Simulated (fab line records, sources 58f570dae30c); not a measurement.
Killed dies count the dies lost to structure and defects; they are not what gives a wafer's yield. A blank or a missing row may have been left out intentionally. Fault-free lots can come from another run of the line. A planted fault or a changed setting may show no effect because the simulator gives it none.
Which tool was responsible? | flow berkeley cmos170 | 14 lots with 42 wafers sampled at 3 steps, on a route of 331 steps

== WHAT THE GAUGES READ, wafer by wafer ==
UCB170_M1_RS_MEAS_01: measurement is done with a four-point probe.
lot  | measured     | on            | M1_AL_RS (ohm/sq)
L529 | day 7 09:58  | film metro-01 | 0.0488 0.0492 0.0484
L532 | day 7 19:17  | film metro-02 | 0.0487 0.0482 0.0490
L533 | day 7 19:17  | film metro-01 | 0.0477 0.0483 0.0486
L535 | day 8 05:43  | film metro-04 | 0.0477 0.0474 0.0478
L536 | day 8 19:46  | film metro-02 | 0.0484 0.0481 0.0485
L538 | day 9 02:35  | film metro-01 | 0.0481 0.0480 0.0479
L540 | day 9 03:08  | film metro-02 | 0.0487 0.0490 0.0490
L542 | day 10 02:38 | film metro-01 | 0.0492 0.0491 0.0493
L544 | day 10 08:58 | film metro-01 | 0.0497 0.0494 0.0496
L545 | day 10 09:49 | film metro-02 | 0.0478 0.0484 0.0479
L548 | day 10 17:17 | film metro-04 | 0.0479 0.0485 0.0479
L547 | day 10 17:31 | film metro-01 | 0.0568 0.0582 0.0572
L551 | day 11 15:26 | film metro-04 | 0.0473 0.0482 0.0479
L550 | day 11 17:09 | film metro-04 | 0.0578 0.0573 0.0575

UCB170_M1_THK_MEAS_02: measures by xrf.
lot  | measured     | on            | M1_AL_THK (nm)
L529 | day 7 10:05  | film metro-01 | 596 594 606
L532 | day 7 19:24  | film metro-02 | 606 615 600
L533 | day 7 19:23  | film metro-01 | 613 607 601
L535 | day 8 05:50  | film metro-04 | 616 621 616
L536 | day 8 19:52  | film metro-02 | 609 614 610
L538 | day 9 02:41  | film metro-01 | 607 609 609
L540 | day 9 03:16  | film metro-02 | 606 604 604
L542 | day 10 02:46 | film metro-01 | 595 594 595
L544 | day 10 09:05 | film metro-01 | 587 593 591
L545 | day 10 09:55 | film metro-02 | 619 608 618
L548 | day 10 17:23 | film metro-04 | 617 610 613
L547 | day 10 17:38 | film metro-01 | 530 521 524
L551 | day 11 15:33 | film metro-04 | 618 607 616
L550 | day 11 17:15 | film metro-04 | 526 531 527

== WHICH TOOL RAN EACH LOT (tool, then ch and the chambers of the sampled wafers, then the start) ==
lot  | UCB170_M1_SPUTTER_00
L529 | pvd sputter-04, day 7 09:55
L532 | pvd sputter-04, day 7 19:12
L533 | pvd sputter-01, day 7 19:12
L535 | pvd sputter-04, day 8 05:38
L536 | pvd sputter-03, day 8 19:40
L538 | pvd sputter-03, day 9 02:30
L540 | pvd sputter-04, day 9 03:05
L542 | pvd sputter-03, day 10 02:34
L544 | pvd sputter-03, day 10 08:55
L545 | pvd sputter-01, day 10 09:44
L548 | pvd sputter-01, day 10 17:10
L547 | pvd sputter-03, day 10 17:27
L551 | pvd sputter-01, day 11 15:22
L550 | pvd sputter-03, day 11 17:03
- UCB170_M1_SPUTTER_00: material Al, target thk 600 nm, time 80 s.

== AS READ BY THE TOOLS THEMSELVES (means over the sampled wafers that have a number; for cases with no such wafer, the mark the record gives instead) ==
UCB170_M1_SPUTTER_00.
lot  | tool           | throttle valve pct (%)
L529 | pvd sputter-04 | 30.6
L532 | pvd sputter-04 | 30.3
L533 | pvd sputter-01 | 29.5
L535 | pvd sputter-04 | 30.6
L536 | pvd sputter-03 | 29.9
L538 | pvd sputter-03 | 30.3
L540 | pvd sputter-04 | 31.5
L542 | pvd sputter-03 | 30.2
L544 | pvd sputter-03 | 30.4
L545 | pvd sputter-01 | 29.4
L548 | pvd sputter-01 | 29.1
L547 | pvd sputter-03 | 29.6
L551 | pvd sputter-01 | 29.4
L550 | pvd sputter-03 | 29.6

== THE ANSWER, worked out from the rows above alone ==
Rule: the usual values come from the lots themselves. The widest of any qualifying gaps counts: lots, ordered by their means at a reading, are off when they make up no more than a third of the lots, leave a main group of 4 or more, and stand apart from it by 3 or more times the standard deviation of that group's means. A main group whose means are all the same, to the digits that the tables above print for the reading, isn't used. Also off: a lot with no number at a reading for which 4 or more lots have one. Where the step has rows for the other lots, those lots are counted as sound. Order of review: gauges by route order, followed by the tools' own readings, for which a lot's mean as printed above is used. At the first step where some lot is off, the reading lying furthest off is the one used; lots without a number count as furthest.
Off: at UCB170_M1_RS_MEAS_01 (M1_AL_RS), L547, L550. The main group: mean 0.0484 ohm/sq, standard deviation 0.00056.
A tool fits if, at a process step before that reading, it ran every lot that is off, and no sound lot after the first of them. Those tools and the gauges at UCB170_M1_RS_MEAS_01 are tried in the same way. One candidate fits, namely pvd sputter-03 at UCB170_M1_SPUTTER_00. Its last sound lot is L544 (day 10 08:55), its first lot that is off L547 (day 10 17:27): a fault that began between those two fits.

== WHAT THE SIMULATOR HAD PUT IN ==
Site profile drift: pvd sputter-03, from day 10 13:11 on, at UCB170_M1_SPUTTER_00. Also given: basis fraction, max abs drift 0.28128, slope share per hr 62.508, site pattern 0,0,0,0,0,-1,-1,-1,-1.
Shown lots that were struck: L547, L550. The rule given above showed the same thing.
